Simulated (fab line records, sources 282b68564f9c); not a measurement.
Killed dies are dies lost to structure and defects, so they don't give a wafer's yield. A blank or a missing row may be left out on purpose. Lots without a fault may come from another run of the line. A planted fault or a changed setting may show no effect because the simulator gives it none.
fab line records | flow rit_cmos
record lots=6 wafers=18 last_day=7
route steps=202 shown CONTACT@180 M1@184
lots that met no fault: from a run of the same line without faults
start_h: hours from the record's first day to the start of the lot's first wafer shown | wait_h: hours since the lot's step before | " the same as in the row above | L1.1+2: a row that stands for several wafers | - no value, or no start given | * or withheld: withheld | < > ~ a bound
route shown NAME@n: a module of which the file shows steps, and the number in the route of the first | usual: mean/standard deviation of fault-free wafers | same: alike in all rows | chamber/n: place in a boat | sites: the reading at each site | _std_site: their standard deviation | _edge_site: outer sites' mean less inner sites' | radius_mm: how far each site lies from the wafer's centre | mask NAME#n: copy n | behind: the tool/chamber that last shaped the wafer | hold: why the lot was held/for how many hours/how that ended | device: the transistor (n, p or np) that didn't switch | end of line: the same wafers' tests at the end of the route | a step without rows: its recipe alone | killed: dies lost to structure and defects at the first sort, not the wafer's yield | map: a wafer's dies, x killed, . not, _ none there
set.NAME: the setting as run; set.NAME@STEP: as run at that earlier step | model.NAME: the simulator's own value behind a step, which no gauge read
lots at some steps of the route; a table a step, a row a wafer
services: from which hour (start_h, from the record's first day; less than 0 if before it) a tool's chamber was out of use, for how many hours, and why
## steps
# step RIT_CONTACT_STRIP_12
# recipe chemistry=O2 time_s=180 resist=NOVOLAK platen_temp_c=withheld power_w=500 pressure_mtorr=4000 o2_flow_sccm=4000
# usual drypump_motor_current_A=5.7/0.31
# columns lot.wafer tool chamber start_h wait_h drypump_motor_current_A rf_hours_counter_h
L139.3 plasma_asher-03 1 55.42 0.2 5.4 -
L139.5 " 1 " " 5.4 -
L139.6 " 0 " " 5.5 -
L143.2 plasma_asher-04 1 76.33 0.1 6.5 44
L143.5 " 1 " " 6.5 -
L143.6 " 0 " " 5.5 -
L153.1 plasma_asher-03 1 127.44 0.1 5.4 34
L153.4 " 0 " " 5.5 -
L153.5 " 0 " " 5.5 -
L159.2 plasma_asher-04 1 158.80 0.1 6.5 4
L159.4 " 1 " " 6.4 -
L159.5 " 1 " " 6.5 -
L161.2 plasma_asher-02 0 167.77 0.1 5.6 55
L161.5 " 1 " " 5.8 -
L161.6 " 0 " " 5.6 -
L162.2 plasma_asher-02 0 172.20 0.1 5.6 55
L162.3 " 1 " " 5.8 -
L162.6 " 0 " " 5.6 -
# step RIT_CONTACT_CD_MEAS_90
# recipe target_cd_nm=1000
# usual cd_nm=1000.2/2
# columns lot.wafer tool chamber start_h wait_h cd_nm
L139.3 cd_sem-02 - 55.57 0.1 1001.0
L139.5 " - " " 1002.4
L139.6 " - " " 1000.3
L143.2 cd_sem-01 - 76.52 0.1 1002.4
L143.5 " - " " 1005.5
L143.6 " - " " 1005.3
L153.1 cd_sem-02 - 127.62 0.1 999.1
L153.4 " - " " 998.6
L153.5 " - " " 997.7
L159.2 cd_sem-01 - 159.00 0.1 998.7
L159.4 " - " " 999.5
L159.5 " - " " 998.3
L161.2 cd_sem-01 - 167.97 0.1 997.3
L161.5 " - " " 998.4
L161.6 " - " " 998.8
L162.2 cd_sem-01 - 172.40 0.1 996.9
L162.3 " - " " 995.5
L162.6 " - " " 996.3
# step RIT_CONTACT_CLEAN_13
# recipe chemistry=SC1 mix=3:3:50 time_s=600 temp_c=75
# step RIT_CONTACT_CLEAN_14
# recipe chemistry=SC2 mix=3:3:50 time_s=600 temp_c=75 dry=n2_spin
# step RIT_M1_SPUTTER_00
# recipe material=Al target_thk_nm=400 power_w=2000 chamber_pressure_pa=0.4 gas=Ar time_s=500 substrate_temp_c=25
# usual substrate_temp_c=25.00/0.1 throttle_valve_pct=30.2/1
# columns lot.wafer tool chamber start_h wait_h substrate_temp_c throttle_valve_pct
L139.3 pvd_sputter-01 - 56.04 0.0 24.97 28.5
L139.5 " - " " 25.11 30.6
L139.6 " - " " 24.98 28.5
L143.2 pvd_sputter-01 - 76.99 0.0 25.00 28.3
L143.5 " - " " 25.03 28.1
L143.6 " - " " 24.96 29.8
L153.1 pvd_sputter-01 - 128.09 0.0 24.82 31.3
L153.4 " - " " 25.13 29.3
L153.5 " - " " 24.99 31.3
L159.2 pvd_sputter-01 - 159.46 0.0 24.91 30.5
L159.4 " - " " 25.15 29.2
L159.5 " - " " 25.18 29.4
L161.2 pvd_sputter-01 - 168.43 0.0 24.79 31.4
L161.5 " - " " 24.79 31.4
L161.6 " - " " 25.00 30.6
L162.2 pvd_sputter-04 - 172.85 0.0 24.92 30.1
L162.3 " - " " 25.02 30.5
L162.6 " - " " 25.16 29.0
# step RIT_M1_RS_MEAS_01
# recipe thk_meas_gauge=four-point-probe reads=Al_of_M1_SPUTTER_00
# usual M1_AL_RS=0.0737/0.00072
# columns lot.wafer tool chamber start_h wait_h M1_AL_RS[ohm/sq]
L139.3 film_metro-02 - 56.37 0.2 0.0730
L139.5 " - " " 0.0729
L139.6 " - " " 0.0726
L143.2 film_metro-04 - 77.30 0.2 0.0730
L143.5 " - " " 0.0730
L143.6 " - " " 0.0731
L153.1 film_metro-04 - 128.38 0.1 0.0741
L153.4 " - " " 0.0731
L153.5 " - " " 0.0735
L159.2 film_metro-02 - 159.78 0.2 0.0736
L159.4 " - " " 0.0734
L159.5 " - " " 0.0738
L161.2 film_metro-02 - 168.75 0.2 0.0733
L161.5 " - " " 0.0735
L161.6 " - " " 0.0740
L162.2 film_metro-04 - 173.16 0.2 0.0733
L162.3 " - " " 0.0748
L162.6 " - " " 0.0743
# step RIT_M1_THK_MEAS_02
# recipe thk_meas_gauge=xrf reads=Al_of_M1_SPUTTER_00
# usual M1_AL_THK=396/4.8
# columns lot.wafer tool chamber start_h wait_h M1_AL_THK[nm]
L139.3 film_metro-02 - 56.47 0.1 395
L139.5 " - " " 396
L139.6 " - " " 400
L143.2 film_metro-04 - 77.41 0.1 399
L143.5 " - " " 401
L143.6 " - " " 399
L153.1 film_metro-04 - 128.50 0.1 397
L153.4 " - " " 404
L153.5 " - " " 399
L159.2 film_metro-02 - 159.89 0.1 390
L159.4 " - " " 394
L159.5 " - " " 393
L161.2 film_metro-02 - 168.86 0.1 396
L161.5 " - " " 396
L161.6 " - " " 396
L162.2 film_metro-04 - 173.27 0.1 400
L162.3 " - " " 393
L162.6 " - " " 395
# step RIT_M1_HMDS_03
# recipe prime_time_s=60 prime_temp_c=140
# step RIT_M1_COAT_04
# recipe resist=NOVOLAK spin_rpm=2000 resist_thk_nm=1300
# step RIT_M1_SOFTBAKE_05
# recipe resist=NOVOLAK temp_c=90 time_s=60
# step RIT_M1_EXPOSE_06
# recipe mask_id=M12 na=0.6 source_shape=conventional sigma_outer=0.5 target_cd_nm=2600 dose_mj=250
# step RIT_M1_PEB_07
# recipe resist=NOVOLAK temp_c=withheld time_s=withheld
# step RIT_M1_DEVELOP_08
# recipe resist=NOVOLAK develop_time_s=68 dev_temp_c=23
# columns lot.wafer tool chamber start_h wait_h
L139.3+5+6 litho_track-04 0 57 -
L143.2+5+6 litho_track-02 0 78 -
L153.1+4+5 litho_track-02 0 129 -
L159.2+4+5 litho_track-02 0 160 -
L161.2+5+6 litho_track-04 0 169 -
L162.2+3+6 litho_track-03 0 174 -
# step RIT_M1_CD_MEAS_09
# recipe target_cd_nm=2600
# usual cd_nm=2599.4/2.2
# columns lot.wafer tool chamber start_h wait_h cd_nm
L139.3 cd_sem-02 - 57.56 - 2603.4
L139.5 " - " " 2604.2
L139.6 " - " " 2601.9
L143.2 cd_sem-01 - 78.49 - 2600.4
L143.5 " - " " 2601.9
L143.6 " - " " 2601.7
L153.1 cd_sem-02 - 129.44 - 2592.1
L153.4 " - " " 2590.5
L153.5 " - " " 2591.8
L159.2 cd_sem-02 - 160.84 - 2592.1
L159.4 " - " " 2589.8
L159.5 " - " " 2590.5
L161.2 cd_sem-02 - 169.81 - 2598.6
L161.5 " - " " 2599.5
L161.6 " - " " 2598.2
L162.2 cd_sem-02 - 174.22 - 2600.7
L162.3 " - " " 2598.6
L162.6 " - " " 2601.6
# step RIT_M1_OVL_MEAS_10
# usual M1_OVL=1.0/1.5
# columns lot.wafer tool chamber start_h wait_h M1_OVL[nm]
L139.3 overlay-02 - 57.65 0.1 2.6
L139.5 " - " " 3.6
L139.6 " - " " 2.8
L143.2 overlay-02 - 78.59 0.1 -0.5
L143.5 " - " " -0.3
L143.6 " - " " -1.5
L153.1 overlay-01 - 129.56 0.1 3.1
L153.4 " - " " 1.8
L153.5 " - " " 1.7
L159.2 overlay-01 - 160.95 0.1 -0.8
L159.4 " - " " -0.4
L159.5 " - " " 0.5
L161.2 overlay-02 - 169.91 0.1 -0.9
L161.5 " - " " -1.2
L161.6 " - " " 0.3
L162.2 overlay-02 - 174.33 0.1 3.2
L162.3 " - " " 1.3
L162.6 " - " " -0.2
# step RIT_M1_PROBE_99
# usual defect_limited_yield=97.4/1 killed_at_contacts=0.1/0.25 killed_at_front_end=6.8/2.7 killed_dies=6.8/2.7 killed_open=3.4/1.8 killed_short=3.5/1.7 sort_bin_3_pad_short=0.1/0.23 sort_bin_5_function=1.5/0.67 sort_bin_6_memory=1.0/0.67 sort_n_pass=257.2/2.7 sort_yield_pct=97.4/1
# same gross_dies=264 killed_at_M0_to_M3=0 killed_at_M4_up=0 killed_at_back_side=0 killed_at_other=0
# columns lot.wafer tool chamber start_h wait_h defect_limited_yield[%] killed_at_contacts killed_at_front_end killed_dies killed_open killed_short sort_bin_3_pad_short[%] sort_bin_5_function[%] sort_bin_6_memory[%] sort_n_pass sort_yield_pct[%]
L139.3 prober-01 - 60.29 0.2 98.9 0 3 3 3 0 0 0 1.1 261.0 98.9
L139.5 prober-01 - 60.39 0.2 98.1 0 5 5 2 3 0 1.5 0.4 259.0 98.1
L139.6 prober-01 - 60.44 0.2 98.1 0 5 5 3 2 0 1.1 0.8 259.0 98.1
L143.2 prober-01 - 81.19 0.1 97.3 0 7 7 2 5 0 1.5 1.1 257.0 97.3
L143.5 prober-01 - 81.34 0.2 97.7 0 6 6 0 6 0.4 1.1 0.8 258.0 97.7
L143.6 prober-01 - 81.39 0.2 97.3 0 7 7 3 4 0 1.5 1.1 257.0 97.3
L153.1 prober-01 - 132.10 0.1 97.7 0 6 6 3 3 0.4 1.1 0.8 258.0 97.7
L153.4 prober-01 - 132.25 0.2 98.1 0 5 5 3 2 0.4 1.1 0.4 259.0 98.1
L153.5 prober-01 - 132.30 0.2 95.8 0 11 11 5 6 0 2.3 1.9 253.0 95.8
L159.2 prober-01 - 163.53 0.1 95.8 1 10 11 5 6 0.4 2.3 1.5 253.0 95.8
L159.4 prober-01 - 163.63 0.2 98.5 0 4 4 2 2 0.4 1.1 0 260.0 98.5
L159.5 prober-01 - 163.68 0.2 98.9 0 3 3 1 2 0.4 0.4 0.4 261.0 98.9
L161.2 prober-01 - 172.51 0.1 97.0 0 8 8 4 4 0 1.5 1.5 256.0 97.0
L161.5 prober-01 - 172.66 0.2 95.8 0 11 11 5 6 0.8 2.3 1.1 253.0 95.8
L161.6 prober-01 - 172.71 0.2 95.5 0 12 12 8 4 0.4 1.5 2.7 252.0 95.5
L162.2 prober-02 - 176.93 0.1 97.7 0 6 6 6 0 0 0.4 1.9 258.0 97.7
L162.3 prober-02 - 176.98 0.2 98.1 0 5 5 1 4 0 1.5 0.4 259.0 98.1
L162.6 prober-02 - 177.13 0.2 96.6 0 9 9 7 2 0 1.9 1.5 255.0 96.6
# killed by level:class
L139.3 SPACER:geometric_particle:open=2 GATE:geometric_particle:open=1
L139.5 GATE:geometric_particle:short=3 GATE:geometric_particle:open=1 SILICIDE:geometric_particle:open=1
L139.6 FOX1:geometric_particle:open=2 FOX1:geometric_particle:short=1 REOX:geometric_particle:short=1 REOX:geometric_particle:open=1
L143.2 GATE:geometric_particle:short=3 FOX1:geometric_particle:short=1 FOX2:geometric_particle:open=1 GATE:geometric_particle:open=1 SPACER:geometric_particle:short=1
L143.5 GATE:geometric_particle:short=3 REOX:geometric_particle:short=1 SPACER:geometric_particle:short=1 SILICIDE:geometric_particle:short=1
L143.6 FOX2:geometric_particle:short=2 GATE:geometric_particle:open=2 GATE:geometric_particle:short=1 REOX:geometric_particle:short=1 REOX:geometric_particle:open=1
L153.1 GATE:geometric_particle:short=2 GATE:geometric_particle:open=2 FOX2:geometric_particle:short=1 REOX:geometric_particle:open=1
L153.4 FOX1:geometric_particle:open=1 FOX2:geometric_particle:open=1 GATE:geometric_particle:short=1 REOX:geometric_particle:open=1 SPACER:geometric_particle:short=1
L153.5 FOX2:geometric_particle:short=2 GATE:geometric_particle:open=2 REOX:geometric_particle:open=2 SPACER:geometric_particle:short=2 GATE:geometric_particle:short=1 SPACER:geometric_particle:open=1 SILICIDE:geometric_particle:short=1
L159.2 GATE:geometric_particle:short=3 GATE:geometric_particle:open=2 FOX1:geometric_particle:short=1 FOX1:geometric_particle:open=1 FOX2:geometric_particle:short=1 REOX:geometric_particle:short=1 SILICIDE:geometric_particle:open=1 CONTACT:geometric_particle:open=1
L159.4 GATE:geometric_particle:short=1 REOX:geometric_particle:open=1 REOX:geometric_particle:short=1 SILICIDE:geometric_particle:open=1
L159.5 FOX1:geometric_particle:short=1 GATE:geometric_particle:short=1 SILICIDE:geometric_particle:open=1
L161.2 GATE:geometric_particle:open=3 GATE:geometric_particle:short=2 SILICIDE:geometric_particle:short=2 FOX1:geometric_particle:open=1
L161.5 GATE:geometric_particle:open=3 FOX1:geometric_particle:short=2 FOX1:geometric_particle:open=2 REOX:geometric_particle:short=2 FOX2:geometric_particle:short=1 GATE:geometric_particle:short=1
L161.6 GATE:geometric_particle:open=3 SPACER:geometric_particle:open=3 FOX2:geometric_particle:open=2 GATE:geometric_particle:short=2 FOX2:geometric_particle:short=1 SPACER:geometric_particle:short=1
L162.2 SPACER:geometric_particle:open=2 SILICIDE:geometric_particle:open=2 FOX2:geometric_particle:open=1 GATE:geometric_particle:open=1
L162.3 REOX:geometric_particle:short=3 SILICIDE:geometric_particle:short=1 SILICIDE:geometric_particle:open=1
L162.6 GATE:geometric_particle:open=2 REOX:geometric_particle:short=2 FOX1:geometric_particle:open=1 FOX2:geometric_particle:open=1 REOX:geometric_particle:open=1 SPACER:geometric_particle:open=1 SILICIDE:geometric_particle:open=1
## services
# columns tool chamber start_h hours kind
plasma_asher-04 - 78.79 21.3 repair
pvd_sputter-04 - 87.40 3.9 repair
pvd_sputter-04 - 100.84 0.8 repair
plasma_asher-04 - 108.75 9.0 pm
plasma_asher-04 0 108.75 9.0 vent_cycle
plasma_asher-04 1 108.75 9.0 vent_cycle
plasma_asher-04 0 117.75 - clean
plasma_asher-04 1 117.75 - clean
plasma_asher-02 - 126.35 4.3 pm
## key
first_sign step=RIT_M1_CD_MEAS_09 reading=cd_nm direction=down sigmas=3.8 usual=2599.4 struck=2591.1
effect none on later readings
met_at RIT_M1_DEVELOP_08
struck_wafers L153.1,L153.4,L153.5,L159.2,L159.4,L159.5
onset_between 78 129
fault kind=process_parameter_drift tool=litho_track-02 chamber=- onset_h=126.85 steps=RIT_M1_DEVELOP_08 channel=develop_time_s offset=* shape=step end_h=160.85 acts_in=* stated=*
